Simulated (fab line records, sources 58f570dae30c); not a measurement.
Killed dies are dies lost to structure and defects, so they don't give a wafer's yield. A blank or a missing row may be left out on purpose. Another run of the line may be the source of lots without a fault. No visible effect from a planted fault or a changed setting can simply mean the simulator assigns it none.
A struck lot beside a sound one / flow berkeley cmos170 / 44 out of 331 route steps
Sound: the wafers L773.4, L773.5, L773.6. Wafers struck: L783.1, L783.2, L783.6. The cause is named last.
Order at every step that has rows: each side's tool, ch and its chambers, its first start. Under that, the readings that differ: sound wafers / struck wafers / difference of the means / sigmas: that difference in standard deviations of wafers without a fault.
alike: words and numbers the same on both sides, and readings whose means are apart by under 2 such deviations; not compared: readings that were withheld, readings missing a value for some wafer, numbers with overlapping values and no deviation given by the record, and bounds like >300 which may hide the same value.
A row with sigmas, a row that says differs or no value, or rows on one side alone: a step with any of these is where the two part. When numbers do not overlap yet have no deviation, they are printed without sigmas and do not part them. Lack of a reading on every wafer of one side parts them only where that side has two or more wafers.

first, 7 steps without rows for these wafers: UCB170_ACTIVE_CLEAN_17 (cleans in SPM, time 600 s); UCB170_PFIELD_HMDS_00 (prime time 60 s); UCB170_PFIELD_COAT_01 (resist thk 900 nm); UCB170_PFIELD_SOFTBAKE_02 (time 60 s); UCB170_PFIELD_EXPOSE_03 (exposes mask PFIELD, target cd 1500 nm); UCB170_PFIELD_PEB_04; UCB170_PFIELD_DEVELOP_05 (develop time 45 s).
UCB170_PFIELD_OVL_MEAS_06:
  sound: overlay-02 at day 4 15:40; struck: overlay-01 at day 6 18:17
  alike: PFIELD_OVL
after that, 1 step had no rows for these wafers: UCB170_PFIELD_IMPLANT_07.
UCB170_PFIELD_STRIP_08: strips in O2.
  sound on plasma asher-01 ch 0,1, day 4 15:52; struck on plasma asher-01 ch 0,1, day 6 18:29
  alike: chamber pressure mTorr, drypump motor current A, oes product au, strip time to endpoint s
  not compared: rf hours counter h
UCB170_PFIELD_TW_MEAS_09:
  sound: film metro-01 at day 4 15:58; struck: film metro-03 at day 6 18:35
reading=PFIELD_TW; sound=608 604 607; struck=588 590 592; difference=-16; sigmas=-2
then, 1 step without rows for these wafers: UCB170_FIELD_CLEAN_00 (cleans in dHF, time 7.5 s).
UCB170_FIELD_OXIDATION_01: target thk 558.3 nm, ox time 7200 s.
  sound on furnace-02 ch 0, day 4 21:37; struck on furnace-04 ch 0, day 6 21:21
reading=spike tc centre C (C); sound=1003.2 1003.1 1002.8; struck=1011.8 1009.6 1010.2; difference=+7.5; sigmas=+8
reading=spike tc load C (C); sound=1024.6 1026.3 1025.3; struck=1035.8 1035.4 1033.0; difference=+9.3; sigmas=+9
reading=spike tc source C (C); sound=1021.9 1022.1 1021.5; struck=1030.0 1029.8 1032.0; difference=+8.8; sigmas=+6
reading=tube center temp C (C); sound=999.89 999.93 1000; struck=1008.1 1008 1007.9; difference=+8.1; sigmas=+88
reading=tube_center_temp_C_max; sound=1001.8 1002.4 1002.4; struck=1010.4 1010.0 1010.0; difference=+7.9; sigmas=+18
reading=model.SiO2_of_FIELD_OXIDATION_01.thk nm (nm); sound=543 544.9 549.1; struck=590 585.5 582.5; difference=+40; sigmas=
UCB170_FIELD_THK_MEAS_02:
  sound: film metro-02 at day 5 00:38; struck: film metro-03 at day 7 00:21
reading=FIELD_OXIDE_THK (nm); sound=543 545 549; struck=590 585 583; difference=+40; sigmas=+4
then, 3 steps without rows for these wafers: UCB170_FIELD_ANNEAL_03 (time 1200 s); UCB170_FIELD_WET_ETCH_04 (etches SiO2 in dHF, time 61.03 s); UCB170_FIELD_WET_ETCH_05 (etches Si3N4 in H3PO4, time 12600 s).
UCB170_FIELD_WET_ETCH_06: etches SiO2 in BOE, time 22 s.
  sound on wet bench-03 ch 0, day 5 10:02; struck on wet bench-04 ch 3, day 7 09:34
reading=model.SiO2_of_FIELD_OXIDATION_01.thk nm (nm); sound=424.5 426.4 430.4; struck=471.8 467.6 464.3; difference=+40.8; sigmas=
UCB170_FIELD_THK_MEAS_90:
  sound: film metro-04 at day 5 10:05; struck: film metro-04 at day 7 09:35
reading=FIELD_OXIDE_LEFT_1_THK (nm); sound=425 427 430; struck=472 468 464; difference=+41; sigmas=+4
then, 2 steps without rows for these wafers: UCB170_SACOX_CLEAN_00 (cleans in dHF, time 7.5 s); UCB170_SACOX_OXIDATION_01 (target thk 14.4 nm, ox time 2400 s).
UCB170_SACOX_THK_MEAS_02:
  sound: film metro-02 at day 5 13:48; struck: film metro-02 at day 7 15:28
  alike: SACOX_OXIDE_THK
then, 2 steps without rows for these wafers: UCB170_SCREENOX_WET_ETCH_00 (etches SiO2 in dHF, time 200 s); UCB170_SCREENOX_OXIDATION_01 (target thk 14.4 nm, ox time 2400 s).
UCB170_SCREENOX_THK_MEAS_02:
  sound: film metro-04 at day 5 18:28; struck: film metro-04 at day 7 21:30
  alike: SCREENOX_OXIDE_THK
then, 3 steps without rows for these wafers: UCB170_SCREENOX_ANNEAL_03 (time 900 s); UCB170_NVT_HMDS_00 (prime time 60 s); UCB170_NVT_COAT_01 (resist thk 900 nm).
UCB170_NVT_SOFTBAKE_02: time 62.46 s.
  sound on litho track-01 ch 0, day 6 00:05; struck on litho track-01 ch 0, day 8 03:22
  alike: plate sensor t centre C, plate sensor t edge C
then, 3 steps without rows for these wafers: UCB170_NVT_EXPOSE_03 (exposes mask PWELL, target cd 3000 nm); UCB170_NVT_PEB_04; UCB170_NVT_DEVELOP_05 (develop time 45 s).
UCB170_NVT_OVL_MEAS_06:
  sound: overlay-02 at day 6 00:36; struck: overlay-02 at day 8 04:11
  alike: NVT_OVL
after that, 1 step had no rows for these wafers: UCB170_NVT_IMPLANT_07.
UCB170_NVT_STRIP_08: strips in O2.
  sound on plasma asher-03 ch 0,1, day 6 00:48; struck on plasma asher-04 ch 0,1, day 8 04:22
  alike: chamber pressure mTorr, drypump motor current A, oes product au, strip time to endpoint s
  not compared: rf hours counter h
UCB170_NVT_TW_MEAS_09:
  sound: film metro-03 at day 6 00:53; struck: film metro-01 at day 8 04:28
reading=NVT_TW; sound=515 513 513; struck=531 526 527; difference=+14; sigmas=+3
then, 6 steps without rows for these wafers: UCB170_NVT_CLEAN_10 (cleans in SPM, time 600 s); UCB170_PVT_HMDS_00 (prime time 60 s); UCB170_PVT_COAT_01 (resist thk 900 nm); UCB170_PVT_SOFTBAKE_02 (time 60 s); UCB170_PVT_EXPOSE_03 (exposes mask NWELL, target cd 3000 nm); UCB170_PVT_PEB_04.
UCB170_FIELD_THK_MEAS_91:
  sound: film metro-03 at day 6 02:58; struck: film metro-02 at day 8 06:19
reading=FIELD_OXIDE_LEFT_2_THK (nm); sound=336 338 342; struck=383 379 376; difference=+41; sigmas=+4
-- the record jumps here: 3 days lie between the struck wafers' starts before and after (it left off in module FIELD and takes up again in module M3, whose first step shown is number 331 of the route) --
UCB170_M3_PROBE_99:
  sound: prober-01 at day 8 07:19; struck: prober-02 at day 10 21:21
reading=model.etest.pldd.line ohm um; sound=1751 1753 1775; struck=1941 1930 1910; difference=+167; sigmas=
reading=model.etest.nldd.line ohm um; sound=1204 1194 1184; struck=1325 1312 1300; difference=+118; sigmas=
reading=model.etest.nldd.width nm (nm); sound=635.9 635.7 633; struck=582.3 588.3 590; difference=-48.0; sigmas=
reading=model.etest.pldd.width nm (nm); sound=635 635.8 630.9; struck=580 586.2 594.1; difference=-47; sigmas=
reading=model.etest.nmos narrow.drive ua um; sound=383.2 366.8 366.2; struck=357.7 356 355; difference=-15.8; sigmas=
reading=model.etest.pmos narrow.drive ua um; sound=149.8 151.4 149.1; struck=143.3 138.7 144.3; difference=-8.0; sigmas=
reading=model.etest.iso pplus pwell.bv v (V); sound=21.23 21.73 22.08; struck=25.86 25.4 25.23; difference=+3.82; sigmas=
reading=model.etest.field p.vt v (V); sound=-20 -20.12 -20.37; struck=-22.5 -22.21 -22.03; difference=-2.1; sigmas=

## WHERE THEY PART
Earliest at UCB170_PFIELD_TW_MEAS_09; latest, in this record, at UCB170_FIELD_THK_MEAS_91.

WHY: the cause the simulator had injected
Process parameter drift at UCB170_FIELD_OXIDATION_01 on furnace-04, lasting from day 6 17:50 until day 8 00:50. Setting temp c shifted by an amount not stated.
